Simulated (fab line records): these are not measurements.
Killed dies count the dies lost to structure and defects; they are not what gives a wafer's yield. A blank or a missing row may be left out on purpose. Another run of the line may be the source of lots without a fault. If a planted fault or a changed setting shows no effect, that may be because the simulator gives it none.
fab line records	flow berkeleyCmos170
record: lots: 5	wafers: 23
route steps=331 shown ZERO@7 NWELL@15 PWELL@39 ACTIVE@65 FIELD@90 NLDD@167 PSD@183 NSD@195 SDANNEAL@205
startH: start of the lot's first displayed wafer, in hours after the record's first day	waitH: hours elapsed since this lot's preceding step	" as in the row above	L1.1+2: several wafers, shown together as one row	- no value, or no start given	* or withheld: withheld	< > ~ a bound
route shown NAME@n: a module of which the file shows steps, and the number in the route of the first	usual: mean/standard deviation of fault-free wafers	same: alike in all rows	chamber/n: place in a boat	sites: each site's reading	_std_site: the standard deviation of these	_edge_site: inner sites' mean taken away from outer sites' mean	radiusMm: how far each site lies from the wafer's centre	mask NAME#n: copy n	behind: the most recent tool/chamber to have shaped the wafer	hold: the reason the lot was held/the length of the hold in hours/how it ended	device: which transistor (n, p or np) failed to switch	end of line: the tests these same wafers got at the end of their route	step lacking rows: just its recipe	killed: dies that structure and defects cost at the first sort, which is not the same as the wafer's yield	map: the dies of a wafer, with x for killed, . for not killed, _ for no die there
set.NAME: setting as actually run; set.NAME@STEP: the setting as run at that earlier step	model.NAME: the simulator's own value behind a step, which no gauge read
one table per step and one row per wafer, for lots whose settings were changed on purpose
== steps ==
step: UCB170_ZERO_COAT_01
recipe: resist: KrF	spinRpm: 1500	resistThkNm: 900
lot.wafer	tool	chamber	startH	waitH	set.spinRpm	model.KrF_of_ZERO_COAT_01.thkNm
L076.1	lithoTrack-04	0	33.48	0.1	1500	901
L076.2	"	0	"	"	1597	875.8
L076.4	"	0	"	"	1500	901.2
L076.5	"	0	"	"	1597	876.9
L076.6	"	0	"	"	1500	903.8
L077.1	lithoTrack-02	0	40.44	0.1	1500	902.8
L077.2	"	0	"	"	1599	871.7
L077.3	"	0	"	"	1500	898.7
L077.4	"	0	"	"	1500	900.7
L077.6	"	0	"	"	1599	871.3
L078.1	lithoTrack-04	0	40.49	0.1	1500	896.1
L078.2	"	0	"	"	1500	895.3
L078.3	"	0	"	"	1500	896.8
L078.5	"	0	"	"	1500	894.9
L078.6	"	0	"	"	1500	892.3
L079.1	lithoTrack-04	0	46.82	0.1	1500	897.2
L079.2	"	0	"	"	1500	894.4
L079.3	"	0	"	"	1500	894.7
L079.5	"	0	"	"	1500	896.8
L079.6	"	0	"	"	1500	895.5
L084.2	lithoTrack-01	0	76.84	0.1	1500	903.9
L084.3	"	0	"	"	1500	902
L084.4	"	0	"	"	1500	902.7
step: UCB170_ZERO_SOFTBAKE_02
recipe: resist: KrF	tempC: 130	timeS: 60
step: UCB170_ZERO_EXPOSE_03
recipe: maskId: PM_MARKS	na: 0.5	sigmaOuter: 0.6	sourceShape: conventional	targetCdNm: 4000	doseMj: 30
step: UCB170_ZERO_DEVELOP_05
recipe: developer: TMAH	developTimeS: 45	resist: KrF	devTempC: 21
step: UCB170_ZERO_ETCH_06
recipe: chemistry: CHF3/CF4/Ar	target: SiO2	timeS: 12	pressureMtorr: 100	rfW: 490.4	CHF3_flow_sccm: 50	cf4FlowSccm: 10	Ar_flow_sccm: 120	overEtchFrac: 1.58
step: UCB170_ZERO_STRIP_07
recipe: chemistry: O2	powerW: 400	pressureMtorr: 3500	platenTempC: withheld	o2FlowSccm: 400	overashFraction: 0.5
usual: stripTimeToEndpointS: 21.49/0.095
lot.wafer	tool	chamber	startH	waitH	set.spinRpm@ZERO_COAT_01	stripTimeToEndpointS
L076.1	plasmaAsher-04	0	34.32	0.0	1500	21.49
L076.2	"	1	"	"	1597	20.91
L076.4	"	0	"	"	1500	21.54
L076.5	"	1	"	"	1597	20.94
L076.6	"	0	"	"	1500	21.57
L077.1	plasmaAsher-04	0	41.58	0.0	1500	21.56
L077.2	"	1	"	"	1599	20.81
L077.3	"	0	"	"	1500	21.46
L077.4	"	1	"	"	1500	21.51
L077.6	"	0	"	"	1599	20.80
L078.1	plasmaAsher-04	0	41.85	0.0	1500	21.40
L078.2	"	1	"	"	1500	21.37
L078.3	"	1	"	"	1500	21.41
L078.5	"	1	"	"	1500	21.35
L078.6	"	0	"	"	1500	21.30
L079.1	plasmaAsher-01	0	47.53	0.0	1500	21.41
L079.2	"	1	"	"	1500	21.36
L079.3	"	0	"	"	1500	21.36
L079.5	"	0	"	"	1500	21.41
L079.6	"	1	"	"	1500	21.36
L084.2	plasmaAsher-04	0	77.83	0.0	1500	21.58
L084.3	"	0	"	"	1500	21.52
L084.4	"	1	"	"	1500	21.54
step: UCB170_NWELL_OXIDATION_01
recipe: tempC: 1000	ambient: O2	targetThkA: 264	oxTimeS: 1260
lot.wafer	tool	chamber	startH	waitH	set.oxTimeS	model.SiO2_of_NWELL_OXIDATION_01.thkNm
L076.1	-	-	-	4.9	1390	27.34
L076.2	"	-	"	"	1390	27.48
L076.4	"	-	"	"	1390	27.97
L076.5	"	-	"	"	1390	27.65
L076.6	"	-	"	"	1390	27.83
L077.1	-	-	-	3.2	1260	26.44
L077.2	"	-	"	"	1260	26.7
L077.3	"	-	"	"	1260	26.83
L077.4	"	-	"	"	1260	26.74
L077.6	"	-	"	"	1260	26.91
L078.1	-	-	-	3.0	1423	28.41
L078.2	"	-	"	"	1423	28.27
L078.3	"	-	"	"	1423	28.15
L078.5	"	-	"	"	1423	28.18
L078.6	"	-	"	"	1423	28.56
L079.1	-	-	-	2.7	1168	25.64
L079.2	"	-	"	"	1168	25.81
L079.3	"	-	"	"	1168	26.06
L079.5	"	-	"	"	1168	25.86
L079.6	"	-	"	"	1168	25.61
L084.2	furnace-02	0	84.66	3.8	1260	26.26
L084.3	"	0	"	"	1260	26.48
L084.4	"	0	"	"	1260	26.57
step: UCB170_NWELL_THK_MEAS_02
recipe: reads: SiO2_of_NWELL_OXIDATION_01
usual: NWELL_OXIDE_THK: 26.4/0.49
lot.wafer	tool	chamber	startH	waitH	set.oxTimeS@NWELL_OXIDATION_01	NWELL_OXIDE_THK[nm]
L076.1	filmMetro-02	-	-	-	1390	27.4
L076.2	"	-	"	"	1390	27.5
L076.4	"	-	"	"	1390	28.0
L076.5	"	-	"	"	1390	27.6
L076.6	"	-	"	"	1390	27.8
L077.1	filmMetro-02	-	-	-	1260	26.4
L077.2	"	-	"	"	1260	26.7
L077.3	"	-	"	"	1260	26.8
L077.4	"	-	"	"	1260	26.7
L077.6	"	-	"	"	1260	26.9
L078.1	filmMetro-01	-	-	-	1423	28.4
L078.2	"	-	"	"	1423	28.3
L078.3	"	-	"	"	1423	28.2
L078.5	"	-	"	"	1423	28.2
L078.6	"	-	"	"	1423	28.5
L079.1	filmMetro-02	-	-	-	1168	25.6
L079.2	"	-	"	"	1168	25.8
L079.3	"	-	"	"	1168	26.0
L079.5	"	-	"	"	1168	25.9
L079.6	"	-	"	"	1168	25.7
L084.2	filmMetro-04	-	86.02	0.0	1260	26.3
L084.3	"	-	"	"	1260	26.5
L084.4	"	-	"	"	1260	26.6
step: UCB170_PWELL_CVD_05
recipe: material: Si3N4	targetThkNm: 220	tempC: 800	precursor: SiH2Cl2/NH3	timeS: 3300	pressureMtorr: 200	sih2cl2FlowSccm: 25	nh3FlowSccm: 75
lot.wafer	tool	chamber	startH	waitH	set.pressureMtorr	model.Si3N4_of_PWELL_CVD_05.thkNm
L076.1	-	-	-	0.0	170.6	208.9
L076.2	"	-	"	"	170.6	208.8
L076.4	"	-	"	"	170.6	211.1
L076.5	"	-	"	"	170.6	208
L076.6	"	-	"	"	170.6	209.2
L077.1	-	-	-	0.0	175.4	208.6
L077.2	"	-	"	"	175.4	207.5
L077.3	"	-	"	"	175.4	208.8
L077.4	"	-	"	"	175.4	209.4
L077.6	"	-	"	"	175.4	209
L078.1	-	-	-	0.0	200	220.3
L078.2	"	-	"	"	200	217
L078.3	"	-	"	"	200	218.4
L078.5	"	-	"	"	200	218.8
L078.6	"	-	"	"	200	219.4
L079.1	-	-	-	0.0	220	227.9
L079.2	"	-	"	"	220	227.6
L079.3	"	-	"	"	220	231
L079.5	"	-	"	"	220	229.2
L079.6	"	-	"	"	220	228
L084.2	lpcvd-01	0	109.83	0.0	200	220.7
L084.3	"	0	"	"	200	217.3
L084.4	"	0	"	"	200	218.8
step: UCB170_PWELL_THK_MEAS_06
recipe: reads: Si3N4_of_PWELL_CVD_05
usual: PWELL_NITRIDE_THK: 219.4/2.1
lot.wafer	tool	chamber	startH	waitH	set.pressureMtorr@PWELL_CVD_05	PWELL_NITRIDE_THK[nm]
L076.1	filmMetro-04	-	-	-	170.6	209.0
L076.2	"	-	"	"	170.6	208.6
L076.4	"	-	"	"	170.6	211.0
L076.5	"	-	"	"	170.6	208.1
L076.6	"	-	"	"	170.6	209.1
L078.1	filmMetro-01	-	-	-	200	220.3
L078.2	"	-	"	"	200	216.8
L078.3	"	-	"	"	200	218.7
L078.5	"	-	"	"	200	218.8
L078.6	"	-	"	"	200	219.4
L077.1	filmMetro-03	-	-	-	175.4	208.6
L077.2	"	-	"	"	175.4	207.3
L077.3	"	-	"	"	175.4	208.5
L077.4	"	-	"	"	175.4	209.4
L077.6	"	-	"	"	175.4	209.1
L079.1	filmMetro-04	-	-	-	220	227.9
L079.2	"	-	"	"	220	227.6
L079.3	"	-	"	"	220	231.0
L079.5	"	-	"	"	220	229.3
L079.6	"	-	"	"	220	228.0
L084.2	filmMetro-01	-	111.76	0.0	200	220.4
L084.3	"	-	"	"	200	217.2
L084.4	"	-	"	"	200	218.8
step: UCB170_PWELL_HMDS_07
recipe: primeTimeS: 60	primeTempC: 100
step: UCB170_PWELL_COAT_08
recipe: resist: KrF	spinRpm: 1500	resistThkNm: 900
step: UCB170_PWELL_DEVELOP_12
recipe: developer: TMAH	developTimeS: 45	resist: KrF	devTempC: 21
step: UCB170_PWELL_ETCH_14
recipe: chemistry: CH3F/Ar/O2	target: Si3N4	stopOn: SiO2	CH3F_flow_sccm: 20	Ar_flow_sccm: 50	O2_flow_sccm: 7	pressureMtorr: 50	rfW: 450	targetDepthA: 2420	overEtchFrac: 0.1	timeS: 151
lot.wafer	tool	chamber	startH	waitH	set.pressureMtorr@PWELL_CVD_05	model.etch.depthNm
L078.1	rieDiel-04	2	75.73	0.0	200	220.3
L078.2	"	3	"	"	200	217
L078.3	"	0	"	"	200	218.4
L078.5	"	0	"	"	200	218.8
L078.6	"	3	"	"	200	219.4
L076.1	rieDiel-03	3	75.82	0.0	170.6	208.9
L076.2+4+5	"	0,1,1	"	"	170.6	-
L076.6	"	2	"	"	170.6	209.2
L077.1+3+4+6	rieDiel-01	0,2,1,2	76.40	0.0	175.4	-
L077.2	"	3	"	"	175.4	207.5
L079.1	rieDiel-01	1	83.81	0.0	220	227.9
L079.2	"	0	"	"	220	227.6
L079.3	"	2	"	"	220	231
L079.5	"	2	"	"	220	229.2
L079.6	"	1	"	"	220	228
L084.2	rieDiel-04	1	114.28	0.0	200	220.7
L084.3	"	2	"	"	200	217.3
L084.4	"	1	"	"	200	218.8
step: UCB170_ACTIVE_CVD_05
recipe: material: Si3N4	targetThkNm: 220	tempC: 800	precursor: SiH2Cl2/NH3	timeS: 3300	pressureMtorr: 200	sih2cl2FlowSccm: 25	nh3FlowSccm: 75
lot.wafer	tool	chamber	startH	waitH	set.timeS	model.Si3N4_of_ACTIVE_CVD_05.thkNm
L076.1	-	-	-	0.0	2979	202.1
L076.2	"	-	"	"	2979	201.3
L076.4	"	-	"	"	2979	199.3
L076.5	"	-	"	"	2979	201.4
L076.6	"	-	"	"	2979	199.9
L078.1	-	-	-	0.0	3483	236.3
L078.2	"	-	"	"	3483	237.7
L078.3	"	-	"	"	3483	234.4
L078.5	"	-	"	"	3483	234.3
L078.6	"	-	"	"	3483	235
L077.1+4	-	-	-	0.0	3011	202.2
L077.2	"	-	"	"	3011	201.8
L077.3	"	-	"	"	3011	202.8
L077.6	"	-	"	"	3011	201.4
L079.1+3	-	-	-	0.0	3300	219.3
L079.2	"	-	"	"	3300	219.9
L079.5	"	-	"	"	3300	221
L079.6	"	-	"	"	3300	219.4
L084.2	lpcvd-02	1	139.91	0.0	3300	219.7
L084.3	"	1	"	"	3300	219.6
L084.4	"	1	"	"	3300	219.1
step: UCB170_ACTIVE_THK_MEAS_06
recipe: reads: Si3N4_of_ACTIVE_CVD_05
usual: ACTIVE_NITRIDE_THK: 219.9/2.4
lot.wafer	tool	chamber	startH	waitH	set.timeS@ACTIVE_CVD_05	ACTIVE_NITRIDE_THK[nm]
L076.1	filmMetro-03	-	-	-	2979	202.1
L076.2	"	-	"	"	2979	201.3
L076.4	"	-	"	"	2979	199.4
L076.5	"	-	"	"	2979	201.4
L076.6	"	-	"	"	2979	199.9
L078.1	filmMetro-02	-	-	-	3483	236.5
L078.2	"	-	"	"	3483	237.8
L078.3	"	-	"	"	3483	234.5
L078.5	"	-	"	"	3483	234.4
L078.6	"	-	"	"	3483	234.9
L077.1	filmMetro-04	-	-	-	3011	202.4
L077.2	"	-	"	"	3011	201.6
L077.3	"	-	"	"	3011	202.8
L077.4	"	-	"	"	3011	202.1
L077.6	"	-	"	"	3011	201.3
L079.1	filmMetro-02	-	-	-	3300	219.2
L079.2	"	-	"	"	3300	219.8
L079.3	"	-	"	"	3300	219.4
L079.5	"	-	"	"	3300	220.9
L079.6	"	-	"	"	3300	219.1
L084.2	filmMetro-02	-	141.84	0.0	3300	219.7
L084.3	"	-	"	"	3300	219.6
L084.4	"	-	"	"	3300	219.2
step: UCB170_ACTIVE_HMDS_07
recipe: primeTimeS: 60	primeTempC: 100
step: UCB170_ACTIVE_COAT_08
recipe: resist: KrF	spinRpm: 1525	resistThkNm: 900
step: UCB170_ACTIVE_ETCH_15
recipe: chemistry: CH3F/Ar/O2	target: Si3N4	stopOn: SiO2	CH3F_flow_sccm: 20	Ar_flow_sccm: 50	O2_flow_sccm: 7	pressureMtorr: 50	rfW: 450	targetDepthA: 2420	overEtchFrac: 0.1	timeS: 151
lot.wafer	tool	chamber	startH	waitH	set.timeS@ACTIVE_CVD_05	model.etch.depthNm
L078.1	rieDiel-02	0	103.77	0.0	3483	235.8
L078.2	"	3	"	"	3483	237.7
L078.3	"	1	"	"	3483	234.4
L078.5	"	0	"	"	3483	234.3
L078.6	"	3	"	"	3483	235
L076.1	rieDiel-01	1	104.05	0.0	2979	202.1
L076.2+4+5	"	2,0,0	"	"	2979	-
L076.6	"	1	"	"	2979	199.9
L077.1+3+4+6	rieDiel-01	3,0,2,1	110.95	0.0	3011	-
L077.2	"	1	"	"	3011	201.8
L079.1+3	rieDiel-02	2,3	111.22	0.0	3300	219.3
L079.2	"	1	"	"	3300	219.9
L079.5	"	2	"	"	3300	221
L079.6	"	1	"	"	3300	219.4
L084.2	rieDiel-02	3	144.00	0.0	3300	219.7
L084.3	"	2	"	"	3300	219.6
L084.4	"	1	"	"	3300	219.1
step: UCB170_FIELD_OXIDATION_01
recipe: tempC: 1000	ambient: H2O	pH2oTorr: 584.62	targetThkA: 5583	oxTimeS: 7200
lot.wafer	tool	chamber	startH	waitH	set.oxTimeS	model.SiO2_of_FIELD_OXIDATION_01.thkNm
L076.1	-	-	-	3.0	6687	543.6
L076.2	"	-	"	"	6687	546.2
L076.4	"	-	"	"	6687	555.8
L076.5	"	-	"	"	6687	541.9
L076.6	"	-	"	"	6687	548.7
L078.1	-	-	-	2.6	8221	616.4
L078.2	"	-	"	"	8221	616
L078.3	"	-	"	"	8221	622.7
L078.5	"	-	"	"	8221	612.5
L078.6	"	-	"	"	8221	633.9
L077.1	-	-	-	3.2	7705	580.6
L077.2	"	-	"	"	7705	574.8
L077.3	"	-	"	"	7705	583.5
L077.4	"	-	"	"	7705	573
L077.6	"	-	"	"	7705	584.2
L079.1	-	-	-	2.9	7936	577.8
L079.2	"	-	"	"	7936	580.2
L079.3	"	-	"	"	7936	589.2
L079.5	"	-	"	"	7936	585.3
L079.6	"	-	"	"	7936	587.4
L084.2	furnace-01	0	151.65	4.3	7200	564.8
L084.3	"	0	"	"	7200	572.6
L084.4	"	0	"	"	7200	571.9
step: UCB170_NLDD_IMPLANT_09
recipe: species: As	doseCm2: 5e+13	energyKev: 30	tiltDeg: 7	rotationDeg: 180
lot.wafer	tool	chamber	startH	waitH	set.doseCm2
L078.1+2+3+5+6	implanter-04	0	173.65	0.1	5e+13
L076.1+5+6	implanter-03	0	173.78	0.1	5.113e+13
L076.2+4	"	0	"	"	5e+13
L079.1+2+3+5+6	implanter-04	0	174.05	0.1	5e+13
L077.1+2	implanter-02	0	174.33	0.1	4.747e+13
L077.3+4+6	"	0	"	"	5e+13
L084.2+3+4	implanter-02	0	203.07	0.1	5e+13
step: UCB170_PSD_IMPLANT_08
recipe: species: B	doseCm2: 3e+15	energyKev: 20	tiltDeg: 7
lot.wafer	tool	chamber	startH	waitH	set.energyKev	model.implant.rpNm	model.implant.drpNm
L078.1+2+3+5+6	implanter-01	0	182.67	0.0	20	65.11	28.34
L076.1+2+4+5+6	implanter-02	0	182.79	0.0	20	66.77	28.34
L079.1+3+5	implanter-01	0	182.94	0.0	20	64.09	28.34
L079.2+6	"	0	"	"	21.01	67.28	29.47
L077.1+4	implanter-02	0	183.06	0.0	20	64.99	28.34
L077.2+3+6	"	0	"	"	19.46	63.25	27.8
L084.2+3+4	implanter-02	0	211.45	0.0	20	64.02	28.34
step: UCB170_PSD_STRIP_09
recipe: chemistry: O2	powerW: 400	pressureMtorr: 3500	platenTempC: withheld	o2FlowSccm: 400	overashFraction: 0.5
usual: stripTimeToEndpointS: 29.39/0.081
lot.wafer	tool	chamber	startH	waitH	set.energyKev@PSD_IMPLANT_08	stripTimeToEndpointS
L078.1	plasmaAsher-02	1	182.82	0.1	20	29.49
L078.2	"	0	"	"	20	29.35
L078.3	"	1	"	"	20	29.40
L078.5	"	0	"	"	20	29.31
L078.6	"	1	"	"	20	29.51
L076.1	plasmaAsher-04	0	182.94	0.1	20	29.40
L076.2	"	1	"	"	20	29.38
L076.4	"	1	"	"	20	29.31
L076.5	"	0	"	"	20	29.36
L076.6	"	1	"	"	20	29.38
L079.1	plasmaAsher-02	0	183.09	0.1	20	29.37
L079.2	"	1	"	"	21.01	29.79
L079.3	"	0	"	"	20	29.36
L079.5	"	0	"	"	20	29.41
L079.6	"	1	"	"	21.01	29.82
L077.1	plasmaAsher-04	1	183.21	0.1	20	29.24
L077.2	"	0	"	"	19.46	29.05
L077.3	"	0	"	"	19.46	29.02
L077.4	"	1	"	"	20	29.33
L077.6	"	0	"	"	19.46	29.08
L084.2	plasmaAsher-03	0	211.57	0.1	20	29.37
L084.3	"	1	"	"	20	29.39
L084.4	"	0	"	"	20	29.30
step: UCB170_NSD_IMPLANT_08
recipe: species: P	doseCm2: 3e+15	energyKev: 40	tiltDeg: 7
lot.wafer	tool	chamber	startH	waitH	set.doseCm2
L079.1+3+6	implanter-01	0	185.15	0.0	2.915e+15
L079.2+5	"	0	"	"	3e+15
L076.1+2	implanter-02	0	185.42	0.0	3e+15
L076.4+5+6	"	0	"	"	2.858e+15
L078.1+2+3+5+6	implanter-01	0	185.70	0.0	3e+15
L077.1+2+3+4+6	implanter-04	0	185.87	0.0	3e+15
L084.2+3+4	implanter-02	0	216.21	0.0	3e+15
step: UCB170_NSD_STRIP_09
recipe: chemistry: O2	powerW: 400	pressureMtorr: 3500	platenTempC: withheld	o2FlowSccm: 400	overashFraction: 0.5
usual: stripTimeToEndpointS: 35.82/0.083
lot.wafer	tool	chamber	startH	waitH	set.doseCm2@NSD_IMPLANT_08	stripTimeToEndpointS
L079.1	plasmaAsher-03	1	185.30	0.1	2.915e+15	35.50
L079.2	"	0	"	"	3e+15	35.77
L079.3	"	0	"	"	2.915e+15	35.61
L079.5	"	1	"	"	3e+15	35.82
L079.6	"	0	"	"	2.915e+15	35.54
L076.1	plasmaAsher-01	1	185.57	0.1	3e+15	35.71
L076.2	"	0	"	"	3e+15	35.73
L076.4	"	1	"	"	2.858e+15	35.22
L076.5	"	0	"	"	2.858e+15	35.27
L076.6	"	1	"	"	2.858e+15	35.36
L078.1	plasmaAsher-04	0	185.85	0.1	3e+15	35.75
L078.2	"	1	"	"	3e+15	35.82
L078.3	"	0	"	"	3e+15	35.78
L078.5	"	1	"	"	3e+15	35.78
L078.6	"	0	"	"	3e+15	35.77
L077.1	plasmaAsher-03	1	186.02	0.1	3e+15	35.98
L077.2	"	0	"	"	3e+15	35.91
L077.3	"	0	"	"	3e+15	35.94
L077.4	"	1	"	"	3e+15	35.93
L077.6	"	1	"	"	3e+15	35.89
L084.2	plasmaAsher-01	0	216.34	0.1	3e+15	35.85
L084.3	"	0	"	"	3e+15	35.78
L084.4	"	1	"	"	3e+15	35.80
step: UCB170_NSD_CLEAN_11
recipe: chemistry: SPM	tempC: 120	timeS: 600
step: UCB170_SDANNEAL_RTA_01
recipe: tempC: 1050	timeS: 5	ambient: N2
step: UCB170_SDANNEAL_RS_MEAS_03
recipe: thkMeasGauge: four-point-probe
usual: NSD_RS: 37.23/0.085
lot.wafer	tool	chamber	startH	waitH	set.doseCm2@NSD_IMPLANT_08	NSD_RS[ohm/sq]
L079.1	filmMetro-02	-	186.96	0.1	2.915e+15	37.63
L079.2	"	-	"	"	3e+15	37.15
L079.3	"	-	"	"	2.915e+15	37.52
L079.5	"	-	"	"	3e+15	37.10
L079.6	"	-	"	"	2.915e+15	37.66
L076.1	filmMetro-03	-	187.09	0.1	3e+15	37.34
L076.2	"	-	"	"	3e+15	37.36
L076.4	"	-	"	"	2.858e+15	38.24
L076.5	"	-	"	"	2.858e+15	38.21
L076.6	"	-	"	"	2.858e+15	38.05
L078.1	filmMetro-04	-	187.62	0.1	3e+15	37.31
L078.2	"	-	"	"	3e+15	37.37
L078.3	"	-	"	"	3e+15	37.26
L078.5	"	-	"	"	3e+15	37.33
L078.6	"	-	"	"	3e+15	37.44
L077.1	filmMetro-02	-	187.62	0.1	3e+15	37.14
L077.2	"	-	"	"	3e+15	37.22
L077.3	"	-	"	"	3e+15	37.30
L077.4	"	-	"	"	3e+15	37.15
L077.6	"	-	"	"	3e+15	37.24
L084.2	filmMetro-02	-	217.68	0.1	3e+15	37.18
L084.3	"	-	"	"	3e+15	37.32
L084.4	"	-	"	"	3e+15	37.27
step: UCB170_SDANNEAL_RS_MEAS_05
recipe: thkMeasGauge: four-point-probe
usual: NLDD_RS: 615.9/1.9
lot.wafer	tool	chamber	startH	waitH	set.doseCm2@NLDD_IMPLANT_09	NLDD_RS[ohm/sq]
L079.1	filmMetro-02	-	187.20	0.1	5e+13	613.4
L079.2	"	-	"	"	5e+13	614.5
L079.3	"	-	"	"	5e+13	613.3
L079.5	"	-	"	"	5e+13	614.3
L079.6	"	-	"	"	5e+13	616.1
L076.1	filmMetro-03	-	187.33	0.1	5.113e+13	612.7
L076.2	"	-	"	"	5e+13	616.1
L076.4	"	-	"	"	5e+13	616.2
L076.5	"	-	"	"	5.113e+13	611.0
L076.6	"	-	"	"	5.113e+13	612.4
L078.1	filmMetro-04	-	187.86	0.1	5e+13	615.4
L078.2	"	-	"	"	5e+13	618.6
L078.3	"	-	"	"	5e+13	617.5
L078.5	"	-	"	"	5e+13	618.1
L078.6	"	-	"	"	5e+13	617.3
L077.1	filmMetro-02	-	187.86	0.1	4.747e+13	627.4
L077.2	"	-	"	"	4.747e+13	625.2
L077.3	"	-	"	"	5e+13	615.0
L077.4	"	-	"	"	5e+13	616.5
L077.6	"	-	"	"	5e+13	616.7
L084.2	filmMetro-02	-	217.92	0.1	5e+13	613.8
L084.3	"	-	"	"	5e+13	614.0
L084.4	"	-	"	"	5e+13	613.6
== key ==
split: step: UCB170_ZERO_COAT_01	setting: spinRpm	stated: 1500	by: wafer
response: step: UCB170_ZERO_COAT_01	reading: model.KrF_of_ZERO_COAT_01.thkNm	change: -4.2	per: 1%	r: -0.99
response: step: UCB170_ZERO_STRIP_07	reading: stripTimeToEndpointS	change: *	per: 1%	r: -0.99
split: step: UCB170_NWELL_OXIDATION_01	setting: oxTimeS	stated: 1260	by: lot
response: step: UCB170_NWELL_OXIDATION_01	reading: model.SiO2_of_NWELL_OXIDATION_01.thkNm	change: +0.118	per: 1%	r: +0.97
response: step: UCB170_NWELL_THK_MEAS_02	reading: NWELL_OXIDE_THK	change: +0.118	per: 1%	r: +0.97
split: step: UCB170_PWELL_CVD_05	setting: pressureMtorr	stated: 200	by: lot
response: step: UCB170_PWELL_CVD_05	reading: model.Si3N4_of_PWELL_CVD_05.thkNm	change: +0.815	per: 1%	r: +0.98
response: step: UCB170_PWELL_THK_MEAS_06	reading: PWELL_NITRIDE_THK	change: +0.817	per: 1%	r: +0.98
response: step: UCB170_PWELL_ETCH_14	reading: model.etch.depthNm	change: +0.847	per: 1%	r: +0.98
split: step: UCB170_ACTIVE_CVD_05	setting: timeS	stated: 3300	by: lot
response: step: UCB170_ACTIVE_CVD_05	reading: model.Si3N4_of_ACTIVE_CVD_05.thkNm	change: +2.22	per: 1%	r: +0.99
response: step: UCB170_ACTIVE_THK_MEAS_06	reading: ACTIVE_NITRIDE_THK	change: +2.22	per: 1%	r: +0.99
response: step: UCB170_ACTIVE_ETCH_15	reading: model.etch.depthNm	change: +2.28	per: 1%	r: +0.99
split: step: UCB170_FIELD_OXIDATION_01	setting: oxTimeS	stated: 7200	by: lot
response: step: UCB170_FIELD_OXIDATION_01	reading: model.SiO2_of_FIELD_OXIDATION_01.thkNm	change: +2.94	per: 1%	r: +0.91
split: step: UCB170_NLDD_IMPLANT_09	setting: doseCm2	stated: 5e+13	by: wafer
response: step: UCB170_SDANNEAL_RS_MEAS_05	reading: NLDD_RS	change: -1.99	per: 1%	r: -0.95
split: step: UCB170_PSD_IMPLANT_08	setting: energyKev	stated: 20	by: wafer
response: step: UCB170_PSD_IMPLANT_08	reading: model.implant.rpNm	change: +0.635	per: 1%	r: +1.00
response: step: UCB170_PSD_IMPLANT_08	reading: model.implant.drpNm	change: +0.219	per: 1%	r: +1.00
response: step: UCB170_PSD_STRIP_09	reading: stripTimeToEndpointS	change: *	per: 1%	r: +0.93
split: step: UCB170_NSD_IMPLANT_08	setting: doseCm2	stated: 3e+15	by: wafer
response: step: UCB170_NSD_STRIP_09	reading: stripTimeToEndpointS	change: *	per: 1%	r: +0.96
response: step: UCB170_SDANNEAL_RS_MEAS_03	reading: NSD_RS	change: -0.172	per: 1%	r: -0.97
